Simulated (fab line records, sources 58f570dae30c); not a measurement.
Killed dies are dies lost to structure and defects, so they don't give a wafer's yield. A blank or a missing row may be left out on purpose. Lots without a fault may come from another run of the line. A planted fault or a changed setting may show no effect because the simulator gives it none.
One fault seen from 2 desks | flow berkeley_cmos170 | each desk has only its own numbers; what lay behind them comes last

THE TOOL OWNER'S DESK: litho_track-02
The tool's own readings at UCB170_V1_PEB_10: means of the sampled wafers that have a number, for each lot that ran on this tool. A lot is out of limits, marked OUT, if its mean lies more than 4 standard deviations from the usual mean; the brackets give that distance.
Columns: A = heater_power_total_W at UCB170_V1_PEB_10, usual 56.80 W; B = plate_temp_C at UCB170_V1_PEB_10, usual 130.00 C
lot  | first seen here | A               | B
L358 | day 7 05:02     | 56.80           | 129.98
L365 | day 9 07:17     | 56.80           | 130.04
L373 | day 10 13:49    | 58.08 (+27) OUT | -
L371 | day 10 14:21    | 58.06 (+26) OUT | -
This desk's finding: out of limits on L371, L373; first on L373, day 10 13:49 (heater_power_total_W at UCB170_V1_PEB_10). In limits: L358, L365.

THE METROLOGY DESK
What the gauges read, lot by lot, whatever tool the lot ran on: means of the sampled wafers that have a number. A lot is out of limits, marked OUT, if its mean lies more than 4 standard deviations from the usual mean; the brackets give that distance.
Columns: A = cd_nm at UCB170_V1_CD_MEAS_12, usual 700.3 nm
lot  | first seen here | A
L358 | day 7 05:22     | 699.0
L357 | day 7 05:35     | 702.5
L359 | day 7 09:36     | 700.1
L361 | day 8 05:01     | 703.3
L362 | day 8 05:18     | 698.9
L363 | day 8 14:11     | 700.3
L364 | day 9 05:37     | 699.8
L367 | day 9 07:28     | 699.9
L365 | day 9 07:33     | 700.4
L372 | day 10 14:00    | 698.7
L373 | day 10 14:05    | 696.3
L371 | day 10 14:44    | 697.1
L374 | day 10 16:11    | 701.0
L380 | day 11 23:00    | 700.7
This desk's finding: nothing out of limits on any of the 14 lots.

PUT TOGETHER
The tool owner's desk could have raised an alarm at day 10 13:49, on L371, L373.
The metrology desk saw nothing out of limits.
The metrology desk has L371, L373 on record, within its limits.
Of the lots named, all ran UCB170_V1_PEB_10 on litho_track-02.

WHAT THE SIMULATOR HAD PUT IN
Process parameter drift: litho_track-02, from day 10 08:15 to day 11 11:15, at UCB170_V1_PEB_10. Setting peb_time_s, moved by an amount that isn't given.
Lots struck among those shown: L371, L373.
Hours from the fault's start to each desk's first reading out of limits: the tool owner's desk, 6.
